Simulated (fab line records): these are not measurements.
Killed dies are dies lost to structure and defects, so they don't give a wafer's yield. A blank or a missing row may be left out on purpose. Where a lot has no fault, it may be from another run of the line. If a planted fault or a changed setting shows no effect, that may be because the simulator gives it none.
Which tool was responsible? ; flow berkeley-cmos170 ; 42 wafers from 14 lots sampled at 3 of the route's 331 steps

## WHAT THE GAUGES SHOWED, per wafer
UCB170_M2_CD_MEAS_90: the cd target is 700 nm.
lot;measured;on;cd-nm (nm)
L629;day 9 03:49;cd-sem-02;701.7 700.1 702.5
L630;day 9 10:09;cd-sem-02;701.4 699.5 699.7
L633;day 9 17:17;cd-sem-01;703.9 701.3 704.7
L632;day 9 18:51;cd-sem-02;700.6 698.4 696.7
L631;day 9 15:57;cd-sem-02;701.1 706.9 700.4
L634;day 9 18:58;cd-sem-01;701.8 698.7 698.6
L635;day 10 05:08;cd-sem-02;700.9 704.2 705.5
L641;day 11 07:00;cd-sem-02;697.0 703.0 699.2
L642;day 11 16:52;cd-sem-01;703.1 699.2 702.9
L646;day 12 15:03;cd-sem-02;700.8 695.5 699.0
L648;day 12 11:14;cd-sem-02;697.3 699.1 698.7
L649;day 13 08:37;cd-sem-01;703.9 703.5 702.6
L650;day 13 20:34;cd-sem-02;698.7 700.8 697.9
L651;day 13 17:58;cd-sem-02;704.1 703.3 701.4

## EACH LOT AND THE TOOL THAT RAN IT (in order: tool; ch and the chambers of the sampled wafers; start)
lot;UCB170_PWELL_ETCH_14;UCB170_M1_ETCH_11
L629;rie-diel-03 ch 0,1, day 3 15:45;rie-diel-02 ch 1,2,3, day 8 19:22
L630;rie-diel-04 ch 0,1, day 3 21:05;rie-diel-03 ch 1,2,3, day 9 01:44
L633;rie-diel-01 ch 0,2,3, day 4 06:08;rie-diel-04 ch 0,3, day 9 09:26
L632;rie-diel-03 ch 1,2, day 4 06:13;rie-diel-03 ch 0,3, day 9 10:53
L631;rie-diel-04 ch 0,2,3, day 4 06:37;rie-diel-02 ch 1,2, day 9 09:09
L634;rie-diel-01 ch 0,2,3, day 4 15:25;rie-diel-04 ch 0,1, day 9 11:09
L635;rie-diel-04 ch 1,2,3, day 5 01:25;rie-diel-04 ch 0,2,3, day 9 22:08
L641;rie-diel-01 ch 0,1,3, day 6 02:28;rie-diel-02 ch 1,2,3, day 10 22:32
L642;rie-diel-04 ch 0,1, day 6 10:25;rie-diel-02 ch 0,2,3, day 11 07:44
L646;rie-diel-01 ch 0,1,2, day 7 04:54;rie-diel-03 ch 0,2,3, day 12 03:46
L648;rie-diel-04 ch 0,1,3, day 7 13:12;rie-diel-03 ch 0,2, day 12 02:13
L649;rie-diel-03 ch 0,1,3, day 8 05:47;rie-diel-03 ch 0,1,3, day 13 01:28
L650;rie-diel-04 ch 2,3, day 8 09:20;rie-diel-03 ch 1,3, day 13 11:12
L651;rie-diel-04 ch 1,2, day 8 10:02;rie-diel-04 ch 0,1, day 13 10:22
- UCB170_PWELL_ETCH_14: etches Si3N4 in CH3F/Ar/O2, stops on SiO2, target depth 242 nm, time 151 s.
- UCB170_M1_ETCH_11: etches BARC in N2/H2.

## WHAT THE TOOLS THEMSELVES READ (means of the sampled wafers that have a number; where no wafer has one, the mark that the record gives instead)
UCB170_PWELL_ETCH_14.
lot;tool;chamber-pressure-mTorr (mTorr);drypump-motor-current-A (A);oes-product-au (a.u.);throttle-valve-pct (%)
L629;rie-diel-03;50.04;5.86;0.939;8.08
L630;rie-diel-04;49.96;5.54;0.935;8.11
L633;rie-diel-01;49.99;5.64;0.946;8.10
L632;rie-diel-03;49.99;5.73;0.927;8.07
L631;rie-diel-04;50.00;5.56;0.937;8.18
L634;rie-diel-01;49.98;5.63;0.950;8.09
L635;rie-diel-04;50.00;5.74;0.938;8.19
L641;rie-diel-01;49.99;5.40;0.949;8.10
L642;rie-diel-04;50.03;5.74;0.948;8.14
L646;rie-diel-01;50.02;5.61;0.953;8.27
L648;rie-diel-04;50.00;5.58;0.938;8.17
L649;rie-diel-03;49.98;5.87;0.934;8.09
L650;rie-diel-04;50.04;5.73;0.937;8.20
L651;rie-diel-04;50.01;5.91;0.949;8.15

UCB170_M1_ETCH_11.
lot;tool;chamber-pressure-mTorr (mTorr);drypump-motor-current-A (A);n2-flow-sccm (sccm);oes-product-au (a.u.);throttle-valve-pct (%)
L629;rie-diel-02;30.011;5.8;100.0;0.993;13.37
L630;rie-diel-03;29.993;5.7;100.3;0.992;13.37
L633;rie-diel-04;29.997;5.4;100.0;0.986;13.50
L632;rie-diel-03;30.005;5.8;99.8;1.009;13.52
L631;rie-diel-02;29.997;6.1;100.1;0.997;13.38
L634;rie-diel-04;30.022;5.7;99.8;0.979;13.35
L635;rie-diel-04;29.994;5.5;100.2;0.976;13.53
L641;rie-diel-02;29.995;5.8;100.1;0.960;13.36
L642;rie-diel-02;29.997;5.5;99.9;0.980;13.23
L646;rie-diel-03;29.987;5.7;100.1;1.000;13.42
L648;rie-diel-03;29.976;5.7;100.0;0.999;13.49
L649;rie-diel-03;30.007;5.9;100.0;1.005;13.46
L650;rie-diel-03;29.996;5.9;99.9;1.002;13.38
L651;rie-diel-04;29.994;5.7;99.7;0.984;13.36

## THE ANSWER, worked out from the rows above alone
Rule: what is usual is taken from the lots themselves. The widest of any qualifying gaps counts: lots, ordered by their means at a reading, are off when they make up no more than a third of the lots, leave a main group of 4 or more, and stand apart from it by 3 or more times the standard deviation of that group's means. A main group is skipped when, at the precision printed for the reading in the tables above, its means are all equal. Also off: a lot with no number at a reading for which 4 or more lots have one. Any other lot the step has rows for is counted as sound. First the gauges in route order, then the tools' own readings, where a lot's mean is used as printed above. The first step at which some lot is off is used, and at that step the reading that is off furthest; a lot without a number counts as furthest.
Across all readings shown, no lot is off: no conclusion can be drawn from this.

## WHAT THE SIMULATOR HAD INSERTED
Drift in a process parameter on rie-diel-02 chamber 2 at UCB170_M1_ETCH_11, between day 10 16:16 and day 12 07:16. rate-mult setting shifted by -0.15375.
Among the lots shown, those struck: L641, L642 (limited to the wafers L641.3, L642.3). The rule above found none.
